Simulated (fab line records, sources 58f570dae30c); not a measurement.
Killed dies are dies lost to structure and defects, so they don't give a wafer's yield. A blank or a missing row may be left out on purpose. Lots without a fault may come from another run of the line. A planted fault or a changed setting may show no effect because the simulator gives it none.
Tool commonality check | flow berkeley_cmos170 | 15 lots, 45 wafers sampled

WHY IT WAS OPENED
At UCB170_SCREENOX_THK_MEAS_02 the reading SCREENOX_OXIDE_THK is flagged on 3 of 15 lots. Wafers without a fault read 15.40 nm, standard deviation 0.22.
Rule: a lot is flagged when every wafer of it that has a number lies more than 4 standard deviations from that mean, or none has a number. The other lots count as sound.

lot  | measured     | on            | SCREENOX_OXIDE_THK (nm), wafer by wafer | flag
L960 | day 6 14:14  | film_metro-01 | 15.56 15.71 15.57                       |
L964 | day 7 00:06  | film_metro-02 | 15.41 15.33 15.40                       |
L961 | day 7 00:07  | film_metro-01 | 15.72 15.49 15.88                       |
L963 | day 7 00:11  | film_metro-01 | 14.89 15.11 15.07                       |
L966 | day 7 15:10  | film_metro-04 | 15.23 15.41 15.38                       |
L967 | day 8 00:56  | film_metro-04 | 15.35 15.57 15.47                       |
L970 | day 8 23:03  | film_metro-01 | 15.70 15.23 15.29                       |
L971 | day 8 23:03  | film_metro-04 | 15.55 15.75 15.55                       |
L972 | day 8 23:03  | film_metro-02 | 15.22 15.26 14.96                       |
L974 | day 9 10:32  | film_metro-04 | 15.37 15.25 15.14                       |
L973 | day 9 10:32  | film_metro-01 | 14.96 15.10 15.12                       |
L977 | day 9 21:35  | film_metro-04 | 20.33 20.26 20.47                       | FLAGGED
L975 | day 9 21:37  | film_metro-02 | 20.15 20.45 20.45                       | FLAGGED
L976 | day 9 21:40  | film_metro-04 | 20.36 20.33 20.52                       | FLAGGED
L978 | day 10 12:35 | film_metro-01 | 15.63 15.58 15.71                       |
The numbers of the flagged lots are 20.37 nm on average: +4.97 nm against the usual, or +23 standard deviations.

WHICH TOOL RAN EACH LOT
The record holds 1 process step before the reading, out of a route of 331 steps. In each cell: the tool, then ch and the chambers that the sampled wafers went through, then the start.
lot  | flag    | UCB170_SCREENOX_OXIDATION_01
L960 |         | furnace-04 ch 0, day 6 12:34
L964 |         | furnace-04 ch 0, day 6 22:26
L961 |         | furnace-04 ch 0, day 6 22:26
L963 |         | furnace-04 ch 0, day 6 22:26
L966 |         | furnace-02 ch 0, day 7 13:29
L967 |         | furnace-01 ch 0, day 7 23:14
L970 |         | furnace-04 ch 0, day 8 21:23
L971 |         | furnace-04 ch 0, day 8 21:23
L972 |         | furnace-04 ch 0, day 8 21:23
L974 |         | furnace-01 ch 0, day 9 08:52
L973 |         | furnace-01 ch 0, day 9 08:52
L977 | FLAGGED | furnace-04 ch 0, day 9 19:55
L975 | FLAGGED | furnace-04 ch 0, day 9 19:55
L976 | FLAGGED | furnace-04 ch 0, day 9 19:55
L978 |         | furnace-01 ch 0, day 10 10:55
What these steps do:
- UCB170_SCREENOX_OXIDATION_01: target thk 14.4 nm, ox time 2400 s.
- UCB170_SCREENOX_THK_MEAS_02

FLAGGED OVER TOTAL, TOOL BY TOOL (the gauges that took the reading come last)
step                         | tool          | lots run | flagged | share of the flagged lots | sound lots run after its first flagged lot
UCB170_SCREENOX_OXIDATION_01 | furnace-01    | 4        | 0       | none                      | -
UCB170_SCREENOX_OXIDATION_01 | furnace-02    | 1        | 0       | none                      | -
UCB170_SCREENOX_OXIDATION_01 | furnace-04    | 10       | 3       | all                       | 0
UCB170_SCREENOX_THK_MEAS_02  | film_metro-01 | 6        | 0       | none                      | -
UCB170_SCREENOX_THK_MEAS_02  | film_metro-02 | 3        | 1       | some                      | 0
UCB170_SCREENOX_THK_MEAS_02  | film_metro-04 | 6        | 2       | some                      | 0

WHAT THE TABLE ALLOWS
1 row of the table ran every flagged lot: furnace-04 at UCB170_SCREENOX_OXIDATION_01.
- furnace-04 at UCB170_SCREENOX_OXIDATION_01: 3 of its 10 lots flagged. Its last sound lot is L970 (day 8 21:23), its first flagged lot L975 (day 9 19:55): a fault that began between those two fits.
One tool is left: furnace-04 at UCB170_SCREENOX_OXIDATION_01.

WHAT THE SIMULATOR HAD PUT IN
Process parameter drift: furnace-04, from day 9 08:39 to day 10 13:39, at UCB170_SCREENOX_OXIDATION_01. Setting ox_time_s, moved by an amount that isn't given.
Lots struck among those shown: L977, L975, L976. The rule above found the same.
